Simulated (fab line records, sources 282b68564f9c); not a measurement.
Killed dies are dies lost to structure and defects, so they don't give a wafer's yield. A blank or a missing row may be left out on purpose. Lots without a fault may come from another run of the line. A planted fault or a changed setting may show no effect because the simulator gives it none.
Split-lot experiment | flow rit_cmos | 5 lots, 23 wafers read, on a route of 202 steps

THE SPLIT
At RIT_PWELL_COAT_01 (resist thk 1300 nm), the setting spin_rpm was moved away from the recipe's 2000 rpm on 11 of the 23 wafers read, by -7.3% to +7.2%. The other wafers ran this setting at the recipe's value.

FROM THE SPLIT TO THE READING: what the file shows between them, 1 step
- RIT_PWELL_DEVELOP_05: develop time 68 s (also split here: develop_time_s)

THE READING
NOVOLAK_of_PWELL_COAT_01.thk_nm (the simulator's own value, which no gauge read), in nm, at RIT_PWELL_HARDBAKE_07 (time 120 s). The file gives no usual value for it. The 12 wafers here that ran the recipe average 1135 nm, standard deviation 3.5 nm.

wafer  | tool, chamber at the split | spin_rpm as run, rpm | against the recipe | NOVOLAK_of_PWELL_COAT_01.thk_nm, nm | against lot-mates on the recipe
L076.1 | litho_track-04, 0          | 2042                 | +2.1%              | 1119                                | -12
L076.2 | litho_track-04, 0          | 2042                 | +2.1%              | 1119                                | -12
L076.3 | litho_track-04, 0          | 2000                 | recipe             | 1134                                | -
L076.4 | litho_track-04, 0          | 2000                 | recipe             | 1129                                | -
L076.5 | litho_track-04, 0          | 2042                 | +2.1%              | 1121                                | -10
L078.1 | litho_track-01, 0          | 2144                 | +7.2%              | 1095                                | -36
L078.2 | litho_track-01, 0          | 2144                 | +7.2%              | 1095                                | -36
L078.4 | litho_track-01, 0          | 2000                 | recipe             | 1131                                | -
L078.5 | litho_track-01, 0          | 2000                 | recipe             | 1132                                | -
L078.6 | litho_track-01, 0          | 2144                 | +7.2%              | 1093                                | -38
L080.1 | litho_track-01, 0          | 2000                 | recipe             | 1133                                | -
L080.2 | litho_track-01, 0          | 1854                 | -7.3%              | 1177                                | +42
L080.3 | litho_track-01, 0          | 2000                 | recipe             | 1137                                | -
L080.4 | litho_track-01, 0          | 2000                 | recipe             | 1135                                | -
L080.6 | litho_track-01, 0          | 1854                 | -7.3%              | 1175                                | +40
L081.2 | litho_track-02, 0          | 2000                 | recipe             | 1140                                | -
L081.6 | litho_track-02, 0          | 2000                 | recipe             | 1140                                | -
L081.3 | litho_track-02, 0          | 2000                 | recipe             | 1138                                | -
L083.1 | litho_track-01, 0          | 1920                 | -4.0%              | 1161                                | +24
L083.3 | litho_track-01, 0          | 1920                 | -4.0%              | 1161                                | +24
L083.2 | litho_track-01, 0          | 2000                 | recipe             | 1136                                | -
L083.4 | litho_track-01, 0          | 2000                 | recipe             | 1139                                | -
L083.6 | litho_track-01, 0          | 1920                 | -4.0%              | 1166                                | +28

THE FIT
A straight line over all 23 wafers: NOVOLAK_of_PWELL_COAT_01.thk_nm changes by -5.9 nm for each +1% of spin_rpm; r = -0.99; the points scatter about the line by 3.5 nm.
The same after taking each lot's own level away (the mean of its wafers on the recipe; 23 wafers): -5.5 nm for each +1%; r = -1.00; scatter 2 nm.
On that fit, the largest move of spin_rpm shifts the reading by 40 nm.
The lots' own levels span 1131.5 to 1139.3 nm, that is 2.3 times the standard deviation above.
So the lot-to-lot level changes the slope little: the two slopes agree.
Check: with one of the wafers moved furthest among these (-7.3%) left out of the fit, the line predicts +40.6 nm for it against its lot-mates. It came out at +42 nm against them.

OTHER SPLITS ON THESE WAFERS
These wafers also went through other splits before the reading. Each is held against what the fit with the lots' levels taken away leaves over:
other split on the same wafers       | wafers away from the commonest value | r with NOVOLAK_of_PWELL_COAT_01.thk_nm (lot level and that fit taken away)
RIT_ACTIVE_CVD_03 time_s             | 10                                   | +0.29
RIT_ACTIVE_DEVELOP_10 develop_time_s | 9                                    | +0.18
RIT_ACTIVE_ETCH_13 pressure_mtorr    | 15                                   | -0.11
RIT_PWELL_DEVELOP_05 develop_time_s  | 8                                    | +0.15

THE WHOLE CHAIN: every reading that the file lists as answering this split, in the file's order
step                  | what it does       | reading                                                                          | change (the file's fit)              | r (the file's)
RIT_PWELL_COAT_01     | resist thk 1300 nm | NOVOLAK_of_PWELL_COAT_01.thk_nm (the simulator's own value, which no gauge read) | -6.41 nm for each +1% of the setting | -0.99
RIT_PWELL_HARDBAKE_07 | time 120 s         | NOVOLAK_of_PWELL_COAT_01.thk_nm (the simulator's own value, which no gauge read) | -5.52 nm for each +1% of the setting | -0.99

THE FILE'S OWN FIT
NOVOLAK_of_PWELL_COAT_01.thk_nm changes by -5.52 nm for each +1% of spin_rpm, r = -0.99.
